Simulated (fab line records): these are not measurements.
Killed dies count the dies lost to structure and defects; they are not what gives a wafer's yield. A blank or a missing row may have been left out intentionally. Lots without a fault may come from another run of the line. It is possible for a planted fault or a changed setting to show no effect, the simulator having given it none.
Split-lot trial -- flow rit-cmos -- route with 202 steps; 5 lots, 23 wafers read

## SPLIT DETAILS
At RIT_CONTACT_CVD_00 (deposits SiO2 from TEOS, target thk 400 nm, time 61 s), the setting time-s was moved away from the recipe's 61 s on 9 of the 23 wafers read, by -5.8% to +9.0%. For the rest of the wafers, this setting stayed at what the recipe calls for.

Between the split and the reading, the file records no step.

## THE READING
Values of CONTACT_TEOS_THK in nm from RIT_CONTACT_THK_MEAS_01. A value of 398 nm with a standard deviation of 7.2 nm is what fault-free wafers of this fab line usually give.

wafer,"tool, chamber at the split","time-s as run, s",against the recipe,"CONTACT_TEOS_THK, nm",against lot-mates on the recipe
L074.1,"pecvd-04, 1",61,recipe,398,-
L074.2,"pecvd-04, 0",61,recipe,396,-
L074.4,"pecvd-04, 1,0",61,recipe,405,-
L074.5,"pecvd-04, 2",61,recipe,394,-
L074.6,"pecvd-04, 1,0",61,recipe,400,-
L076.1,"pecvd-03, 1",66.49,+9.0%,438,+40
L076.2,"pecvd-03, 0",66.49,+9.0%,421,+24
L076.3,"pecvd-03, 1",61,recipe,404,-
L076.4,"pecvd-03, 0",66.49,+9.0%,433,+36
L076.6,"pecvd-03, 0",61,recipe,391,-
L079.1,"pecvd-03, 0",61,recipe,393,-
L079.2,"pecvd-03, 2",61,recipe,401,-
L079.3,"pecvd-03, 1",61,recipe,405,-
L084.1,"pecvd-01, 2",58.35,-4.3%,375,-20
L084.2,"pecvd-01, 1",58.35,-4.3%,380,-16
L084.3,"pecvd-01, 0",61,recipe,386,-
L084.4,"pecvd-01, 1",58.35,-4.3%,387,-8
L084.6,"pecvd-01, 2",61,recipe,405,-
L085.2,"pecvd-03, 0",61,recipe,397,-
L085.3,"pecvd-03, 2",57.48,-5.8%,384,-22
L085.4,"pecvd-03, 0",57.48,-5.8%,384,-22
L085.5,"pecvd-03, 2",61,recipe,416,-
L085.6,"pecvd-03, 1",57.48,-5.8%,387,-20
Rows listing several chambers each stand for several wafers; the file does not say which wafer went through which chamber.

THE FIT
A straight line over all 23 wafers: CONTACT_TEOS_THK changes by +3.35 nm for each +1% of time-s; r = +0.90; the points scatter about the line by 7.2 nm.
The same after taking each lot's own level away (the mean of its wafers on the recipe; 23 wafers): +3.66 nm for each +1%; r = +0.93; scatter 6.3 nm.
According to that fit, moving time-s by its largest amount changes the reading by 33 nm.
Across the lots, their own levels run from 395.5 to 406.5 nm, a range of 1.5 times the standard deviation given above.
The two slopes agree, so the slope changes little with the lot-to-lot level.
Check: with one of the wafers moved furthest among these (+9.0%) left out of the fit, the line predicts +30.5 nm for it against its lot-mates. Against them it came out at +40.5 nm.

## ADDITIONAL SPLITS CARRIED BY THESE WAFERS
Note: prior to the reading, these wafers also went through further splits. Each is held against what the fit with the lots' levels taken away leaves over:
other split on the same wafers,wafers away from the commonest value,r with CONTACT_TEOS_THK (lot level and that fit taken away)
RIT_SPACER_CVD_03 time-s,10,-0.03
RIT_NSD_COAT_01 spin-rpm,7,+0.12
RIT_SILICIDE_SPUTTER_01 time-s,10,-0.17

## THE WHOLE CHAIN: every reading that the file lists as answering this split, in the file's order
step,what it does,reading,change (the file's fit),r (the file's)
RIT_CONTACT_CVD_00,"deposits SiO2 from TEOS, target thk 400 nm, time 61 s","SiO2_of_CONTACT_CVD_00.thk-nm (the simulator's own value, which no gauge read)",+3.45 nm for each +1% of the setting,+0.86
RIT_CONTACT_THK_MEAS_01,,CONTACT_TEOS_THK,+3.67 for each +1% of the setting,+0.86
RIT_CONTACT_ETCH_11,"etches SiO2 in CHF3/CF4/Ar, stops on TiSi2, target depth 480 nm, time 320 s","CONTACT.feature-depth-nm (the simulator's own value, which no gauge read)",+3.67 nm for each +1% of the setting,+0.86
RIT_CONTACT_ETCH_11,"etches SiO2 in CHF3/CF4/Ar, stops on TiSi2, target depth 480 nm, time 320 s","etch.depth-nm (the simulator's own value, which no gauge read)",+3.45 nm for each +1% of the setting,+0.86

## FILE'S OWN FIT
CONTACT_TEOS_THK changes by +3.67 nm for each +1% of time-s, r = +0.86.
